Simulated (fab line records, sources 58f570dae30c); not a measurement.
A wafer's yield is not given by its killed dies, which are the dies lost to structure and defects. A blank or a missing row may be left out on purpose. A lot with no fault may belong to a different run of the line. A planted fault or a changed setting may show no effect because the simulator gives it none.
Lot-split experiment || flow berkeley cmos170 || 23 wafers read across 5 lots, on a route 331 steps long

## ON THE SPLIT
At UCB170_M3_SPUTTER_01 (material Al, target thk 900 nm, time 120 s), the setting time s was moved away from the recipe's 120 s on 4 of the 23 wafers read, by -13.2% to -11.7%. All remaining wafers had this setting at the recipe value.

## BETWEEN THE SPLIT AND THE READING: the file shows 1 step in between
- UCB170_M3_RS_MEAS_02: measures by four-point-probe

## THE READING
M3_AL_THK, in nm, at UCB170_M3_THK_MEAS_03 (measures by xrf). Typical for fault-free wafers on this fab line: 909 nm, with standard deviation 11 nm.

{"wafer": "L075.1", "tool, chamber at the split": "pvd sputter-04, -", "time s as run, s": 120, "against the recipe": "recipe", "M3_AL_THK, nm": 904, "against lot-mates on the recipe": "-"}
{"wafer": "L075.2", "tool, chamber at the split": "pvd sputter-04, -", "time s as run, s": 120, "against the recipe": "recipe", "M3_AL_THK, nm": 934, "against lot-mates on the recipe": "-"}
{"wafer": "L075.4", "tool, chamber at the split": "pvd sputter-04, -", "time s as run, s": 106, "against the recipe": "-11.7%", "M3_AL_THK, nm": 818, "against lot-mates on the recipe": -100}
{"wafer": "L075.5", "tool, chamber at the split": "pvd sputter-04, -", "time s as run, s": 106, "against the recipe": "-11.7%", "M3_AL_THK, nm": 822, "against lot-mates on the recipe": -96}
{"wafer": "L075.6", "tool, chamber at the split": "pvd sputter-04, -", "time s as run, s": 120, "against the recipe": "recipe", "M3_AL_THK, nm": 916, "against lot-mates on the recipe": "-"}
{"wafer": "L076.1", "tool, chamber at the split": "pvd sputter-01, -", "time s as run, s": 120, "against the recipe": "recipe", "M3_AL_THK, nm": 905, "against lot-mates on the recipe": "-"}
{"wafer": "L076.2", "tool, chamber at the split": "pvd sputter-01, -", "time s as run, s": 104.2, "against the recipe": "-13.2%", "M3_AL_THK, nm": 772, "against lot-mates on the recipe": -136}
{"wafer": "L076.3", "tool, chamber at the split": "pvd sputter-01, -", "time s as run, s": 120, "against the recipe": "recipe", "M3_AL_THK, nm": 905, "against lot-mates on the recipe": "-"}
{"wafer": "L076.4", "tool, chamber at the split": "pvd sputter-01, -", "time s as run, s": 104.2, "against the recipe": "-13.2%", "M3_AL_THK, nm": 796, "against lot-mates on the recipe": -112}
{"wafer": "L076.6", "tool, chamber at the split": "pvd sputter-01, -", "time s as run, s": 120, "against the recipe": "recipe", "M3_AL_THK, nm": 914, "against lot-mates on the recipe": "-"}
{"wafer": "L082.1", "tool, chamber at the split": "pvd sputter-04, -", "time s as run, s": 120, "against the recipe": "recipe", "M3_AL_THK, nm": 923, "against lot-mates on the recipe": "-"}
{"wafer": "L082.3", "tool, chamber at the split": "pvd sputter-04, -", "time s as run, s": 120, "against the recipe": "recipe", "M3_AL_THK, nm": 915, "against lot-mates on the recipe": "-"}
{"wafer": "L082.4", "tool, chamber at the split": "pvd sputter-04, -", "time s as run, s": 120, "against the recipe": "recipe", "M3_AL_THK, nm": 909, "against lot-mates on the recipe": "-"}
{"wafer": "L082.5", "tool, chamber at the split": "pvd sputter-04, -", "time s as run, s": 120, "against the recipe": "recipe", "M3_AL_THK, nm": 904, "against lot-mates on the recipe": "-"}
{"wafer": "L082.6", "tool, chamber at the split": "pvd sputter-04, -", "time s as run, s": 120, "against the recipe": "recipe", "M3_AL_THK, nm": 935, "against lot-mates on the recipe": "-"}
{"wafer": "L085.1", "tool, chamber at the split": "pvd sputter-04, -", "time s as run, s": 120, "against the recipe": "recipe", "M3_AL_THK, nm": 914, "against lot-mates on the recipe": "-"}
{"wafer": "L085.2", "tool, chamber at the split": "pvd sputter-04, -", "time s as run, s": 120, "against the recipe": "recipe", "M3_AL_THK, nm": 893, "against lot-mates on the recipe": "-"}
{"wafer": "L085.4", "tool, chamber at the split": "pvd sputter-04, -", "time s as run, s": 120, "against the recipe": "recipe", "M3_AL_THK, nm": 919, "against lot-mates on the recipe": "-"}
{"wafer": "L080.1", "tool, chamber at the split": "pvd sputter-02, -", "time s as run, s": 120, "against the recipe": "recipe", "M3_AL_THK, nm": 903, "against lot-mates on the recipe": "-"}
{"wafer": "L080.2", "tool, chamber at the split": "pvd sputter-02, -", "time s as run, s": 120, "against the recipe": "recipe", "M3_AL_THK, nm": 905, "against lot-mates on the recipe": "-"}
{"wafer": "L080.3", "tool, chamber at the split": "pvd sputter-02, -", "time s as run, s": 120, "against the recipe": "recipe", "M3_AL_THK, nm": 912, "against lot-mates on the recipe": "-"}
{"wafer": "L080.4", "tool, chamber at the split": "pvd sputter-02, -", "time s as run, s": 120, "against the recipe": "recipe", "M3_AL_THK, nm": 908, "against lot-mates on the recipe": "-"}
{"wafer": "L080.6", "tool, chamber at the split": "pvd sputter-02, -", "time s as run, s": 120, "against the recipe": "recipe", "M3_AL_THK, nm": 917, "against lot-mates on the recipe": "-"}

FIT RESULTS
A straight line over all 23 wafers: M3_AL_THK changes by +8.96 nm for each +1% of time s; r = +0.97; the points scatter about the line by 12 nm.
The same after taking each lot's own level away (the mean of its wafers on the recipe; 23 wafers): +8.98 nm for each +1%; r = +0.98; scatter 9.9 nm.
The reading moves by 1.2e+02 nm for the largest change in time s, on that fit.
Measured against the standard deviation above, the lots' own levels, which go from 908.0 to 918.0 nm, span 0.9 times it.
The two slopes are in agreement: the lot-to-lot level therefore moves the slope only a little.
Check: for one of the wafers moved furthest among these (-13.2%), held out of the fit, the line's prediction against its lot-mates is -111 nm. It came out at -136 nm against them.

## THE OTHER SPLITS THESE WAFERS WENT THROUGH
These wafers also went through other splits before the reading. Each is held against what the fit with the lots' levels taken away leaves over:
{"other split on the same wafers": "UCB170_PSD_PEB_04 peb temp c", "wafers away from the commonest value": 7, "r with M3_AL_THK (lot level and that fit taken away)": "+0.28"}
{"other split on the same wafers": "UCB170_BACKSIDE_COAT_01 spin rpm", "wafers away from the commonest value": 4, "r with M3_AL_THK (lot level and that fit taken away)": -0.03}
{"other split on the same wafers": "UCB170_CONTACT_CVD_01 pressure mtorr", "wafers away from the commonest value": 18, "r with M3_AL_THK (lot level and that fit taken away)": "+0.01"}
{"other split on the same wafers": "UCB170_CONTACT_SOFTBAKE_11 time s", "wafers away from the commonest value": 4, "r with M3_AL_THK (lot level and that fit taken away)": "+0.05"}
{"other split on the same wafers": "UCB170_M1_SPUTTER_00 power w", "wafers away from the commonest value": 5, "r with M3_AL_THK (lot level and that fit taken away)": -0.04}
{"other split on the same wafers": "UCB170_M1_COAT_04 resist thk nm", "wafers away from the commonest value": 11, "r with M3_AL_THK (lot level and that fit taken away)": -0.15}
{"other split on the same wafers": "UCB170_M1_METAL_ETCH_12 time s", "wafers away from the commonest value": 8, "r with M3_AL_THK (lot level and that fit taken away)": "+0.08"}

## THE WHOLE CHAIN: every reading that the file lists as answering this split, in the file's order
{"step": "UCB170_M3_SPUTTER_01", "what it does": "material Al, target thk 900 nm, time 120 s", "reading": "Al_of_M3_SPUTTER_01.thk nm (the simulator's own value, which no gauge read)", "change (the file's fit)": "+8.94 nm for each +1% of the setting", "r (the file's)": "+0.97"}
{"step": "UCB170_M3_RS_MEAS_02", "what it does": "measures by four-point-probe", "reading": "M3_AL_RS", "change (the file's fit)": "-0.000365 for each +1% of the setting", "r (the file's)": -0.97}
{"step": "UCB170_M3_THK_MEAS_03", "what it does": "measures by xrf", "reading": "M3_AL_THK", "change (the file's fit)": "+8.93 for each +1% of the setting", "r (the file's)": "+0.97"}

## THE FILE'S OWN FIT
M3_AL_THK changes by +8.93 nm for each +1% of time s, r = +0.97.
